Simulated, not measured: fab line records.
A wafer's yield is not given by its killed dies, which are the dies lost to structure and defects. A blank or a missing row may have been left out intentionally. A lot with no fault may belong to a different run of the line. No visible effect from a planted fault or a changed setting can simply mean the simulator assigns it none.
Which tool was responsible? | flow berkeleyCmos170 | 41 wafers from 14 lots sampled at 5 of the route's 331 steps

WHAT THE GAUGES READ, wafer by wafer
UCB170_NSD_TW_MEAS_10.
lot  | measured     | on           | NSD_TW
L292 | day 8 08:31  | filmMetro-02 | 4126 4122 4147
L290 | day 8 08:46  | filmMetro-01 | 4189 4203 4207
L291 | day 8 08:59  | filmMetro-04 | 4153 4164 4170
L294 | day 8 13:04  | filmMetro-04 | 4198 4180 4180
L293 | day 8 13:22  | filmMetro-04 | 4160 4160
L295 | day 9 06:30  | filmMetro-04 | 4184 4189 4206
L296 | day 9 07:44  | filmMetro-01 | 4209 4206 4180
L303 | day 10 13:54 | filmMetro-02 | 4105 4118 4109
L304 | day 10 14:26 | filmMetro-02 | 4114 4117 4106
L309 | day 11 16:24 | filmMetro-02 | 4100 4113 4099
L306 | day 11 16:37 | filmMetro-04 | 4178 4199 4185
L307 | day 11 16:43 | filmMetro-01 | 4231 4205 4215
L308 | day 11 16:57 | filmMetro-04 | 4182 4157 4169
L312 | day 12 09:11 | filmMetro-04 | 4188 4203 4194

UCB170_V1_THK_MEAS_01.
lot  | measured     | on           | V1_TEOS_THK (nm)
L292 | day 8 19:56  | filmMetro-01 | 1994 2044 2026
L290 | day 8 22:35  | filmMetro-01 | 1961 1989 2008
L291 | day 8 22:36  | filmMetro-04 | 2010 2029 2015
L294 | day 8 23:55  | filmMetro-03 | 1991 1981 2021
L293 | day 9 01:16  | filmMetro-03 | 2216 2247
L295 | day 9 22:31  | filmMetro-01 | 2178 2224 2224
L296 | day 9 21:07  | filmMetro-03 | 1996 1995 2027
L303 | day 11 03:32 | filmMetro-03 | 2003 1989 2057
L304 | day 11 03:32 | filmMetro-04 | 1988 1989 2023
L309 | day 12 05:36 | filmMetro-04 | 1995 1987 2005
L306 | day 12 04:17 | filmMetro-04 | 1989 2032 2039
L307 | day 12 06:58 | filmMetro-04 | 2026 2008 2028
L308 | day 12 06:56 | filmMetro-03 | 1972 1967 1980
L312 | day 13 00:10 | filmMetro-01 | 1960 1988 1982

WHAT TOOL EACH LOT RAN ON (gives the tool, then ch and the chambers of the sampled wafers, and finally the start)
lot  | UCB170_NSD_STRIP_09                 | UCB170_SDANNEAL_RTA_00          | UCB170_V1_CVD_00
L292 | plasmaAsher-02 ch 0,1, day 8 08:25  | rtpAnneal-01 ch 0, day 8 10:43  | pecvd-04 ch 0,2, day 8 19:46
L290 | plasmaAsher-04 ch 0,1, day 8 08:40  | rtpAnneal-01 ch 0, day 8 10:49  | pecvd-03 ch 0,1,2, day 8 22:26
L291 | plasmaAsher-02 ch 0,1, day 8 08:52  | rtpAnneal-01 ch 0, day 8 10:57  | pecvd-04 ch 0,1, day 8 22:26
L294 | plasmaAsher-03 ch 0,1, day 8 12:58  | rtpAnneal-01 ch 0, day 8 14:07  | pecvd-02 ch 0,1, day 8 23:46
L293 | plasmaAsher-03 ch 0,1, day 8 13:16  | rtpAnneal-01 ch 0, day 8 14:30  | pecvd-04 ch 0,1, day 9 01:06
L295 | plasmaAsher-03 ch 0,1, day 9 06:23  | rtpAnneal-01 ch 0, day 9 08:47  | pecvd-04 ch 0,2, day 9 22:17
L296 | plasmaAsher-04 ch 0,1, day 9 07:38  | rtpAnneal-01 ch 0, day 9 09:32  | pecvd-02 ch 0,2, day 9 20:57
L303 | plasmaAsher-04 ch 0,1, day 10 13:48 | rtpAnneal-01 ch 0, day 10 15:20 | pecvd-03 ch 1,2, day 11 03:23
L304 | plasmaAsher-04 ch 0,1, day 10 14:20 | rtpAnneal-02 ch 0, day 10 15:52 | pecvd-02 ch 0,2, day 11 03:23
L309 | plasmaAsher-03 ch 0,1, day 11 16:18 | rtpAnneal-01 ch 0, day 11 17:37 | pecvd-03 ch 1,2, day 12 05:27
L306 | plasmaAsher-02 ch 0,1, day 11 16:31 | rtpAnneal-02 ch 0, day 11 17:38 | pecvd-04 ch 1,2, day 12 04:07
L307 | plasmaAsher-03 ch 0,1, day 11 16:37 | rtpAnneal-01 ch 0, day 11 18:01 | pecvd-02 ch 0,1,2, day 12 06:52
L308 | plasmaAsher-03 ch 0,1, day 11 16:51 | rtpAnneal-02 ch 0, day 11 18:14 | pecvd-04 ch 0,2, day 12 06:47
L312 | plasmaAsher-02 ch 0,1, day 12 09:05 | rtpAnneal-01 ch 0, day 12 10:19 | pecvd-04 ch 0,1,2, day 13 00:01
- UCB170_NSD_STRIP_09: strips in O2.
- UCB170_SDANNEAL_RTA_00: time 10 s.
- UCB170_V1_CVD_00: deposits SiO2 from TEOS/O2, target thk 2000 nm, time 250 s.

AS READ BY THE TOOLS THEMSELVES (means over the sampled wafers that have a number; for cases with no such wafer, the mark the record gives instead)
UCB170_NSD_STRIP_09.
lot  | tool           | drypumpMotorCurrentA (A) | oesProductAu (a.u.) | stripTimeToEndpointS (s)
L292 | plasmaAsher-02 | 5.4                      | 0.537               | 35.87
L290 | plasmaAsher-04 | 5.6                      | 0.535               | 35.86
L291 | plasmaAsher-02 | 5.4                      | 0.535               | 35.76
L294 | plasmaAsher-03 | 5.5                      | 0.528               | 35.84
L293 | plasmaAsher-03 | 5.4                      | 0.537               | 35.73
L295 | plasmaAsher-03 | 5.6                      | 0.531               | 35.81
L296 | plasmaAsher-04 | 5.2                      | 0.530               | 35.74
L303 | plasmaAsher-04 | 5.1                      | 0.538               | 35.71
L304 | plasmaAsher-04 | 5.6                      | 0.532               | 35.85
L309 | plasmaAsher-03 | 5.6                      | 0.532               | 35.86
L306 | plasmaAsher-02 | 5.7                      | 0.532               | 35.78
L307 | plasmaAsher-03 | 5.2                      | 0.527               | 35.78
L308 | plasmaAsher-03 | 5.6                      | 0.536               | 35.80
L312 | plasmaAsher-02 | 5.4                      | 0.533               | 35.80

UCB170_SDANNEAL_RTA_00.
lot  | tool         | lampPowerPct (%) | wafer_temp_C_max
L292 | rtpAnneal-01 | 25.8             | 905.7
L290 | rtpAnneal-01 | 25.8             | 905.0
L291 | rtpAnneal-01 | 25.8             | 905.8
L294 | rtpAnneal-01 | 25.8             | 905.0
L293 | rtpAnneal-01 | 25.8             | 905.5
L295 | rtpAnneal-01 | 25.8             | 905.7
L296 | rtpAnneal-01 | 25.8             | 905.2
L303 | rtpAnneal-01 | 25.8             | 904.9
L304 | rtpAnneal-02 | 21.1             | 907.9
L309 | rtpAnneal-01 | 25.8             | 904.7
L306 | rtpAnneal-02 | 21.1             | 907.1
L307 | rtpAnneal-01 | 25.8             | 905.5
L308 | rtpAnneal-02 | 21.1             | 906.3
L312 | rtpAnneal-01 | 25.8             | 905.0

UCB170_V1_CVD_00.
lot  | tool     | heaterPowerW (W) | rfFwdPowerW (W) | runLengthS (s)
L292 | pecvd-04 | 288              | 547.5           | 278.2
L290 | pecvd-03 | 289              | 547.6           | 278.4
L291 | pecvd-04 | 223              | 548.7           | 277.8
L294 | pecvd-02 | 304              | 547.1           | 277.8
L293 | pecvd-04 | 230              | 549.4           | 304.4
L295 | pecvd-04 | 289              | 550.0           | 304.2
L296 | pecvd-02 | 296              | 549.3           | 277.9
L303 | pecvd-03 | 306              | 550.7           | 278.5
L304 | pecvd-02 | 273              | 548.4           | 277.9
L309 | pecvd-03 | 342              | 547.1           | 278.6
L306 | pecvd-04 | 274              | 549.0           | 277.8
L307 | pecvd-02 | 282              | 548.9           | 277.7
L308 | pecvd-04 | 268              | 548.9           | 278.0
L312 | pecvd-04 | 247              | 548.9           | 277.8

THE ANSWER, worked out from the rows above alone
Rule: what is usual is taken from the lots themselves. The widest of any qualifying gaps counts: lots, ordered by their means at a reading, are off when they make up no more than a third of the lots, leave a main group of 4 or more, and stand apart from it by 3 or more times the standard deviation of that group's means. The tables above print the reading to a certain number of digits; a main group whose means all agree to those digits is not used. Also off: a lot with no number at a reading for which 4 or more lots have one. The other lots that the step has rows for count as sound. Order of review: gauges by route order, followed by the tools' own readings, for which a lot's mean as printed above is used. The first step at which some lot is off is used, and at that step the reading that is off furthest; a lot without a number counts as furthest.
Off: at UCB170_V1_THK_MEAS_01 (V1_TEOS_THK), L293, L295. The main group: mean 2003 nm, standard deviation 17.
A tool fits if, at a process step before that reading, it ran every lot that is off, and no sound lot after the first of them. Not tried: the gauges at UCB170_V1_THK_MEAS_01; whatever is off there is also off at UCB170_V1_CVD_00, on other tools, and gauge error can't account for it. None of those tried fits.

WHAT WAS PUT IN BY THE SIMULATOR
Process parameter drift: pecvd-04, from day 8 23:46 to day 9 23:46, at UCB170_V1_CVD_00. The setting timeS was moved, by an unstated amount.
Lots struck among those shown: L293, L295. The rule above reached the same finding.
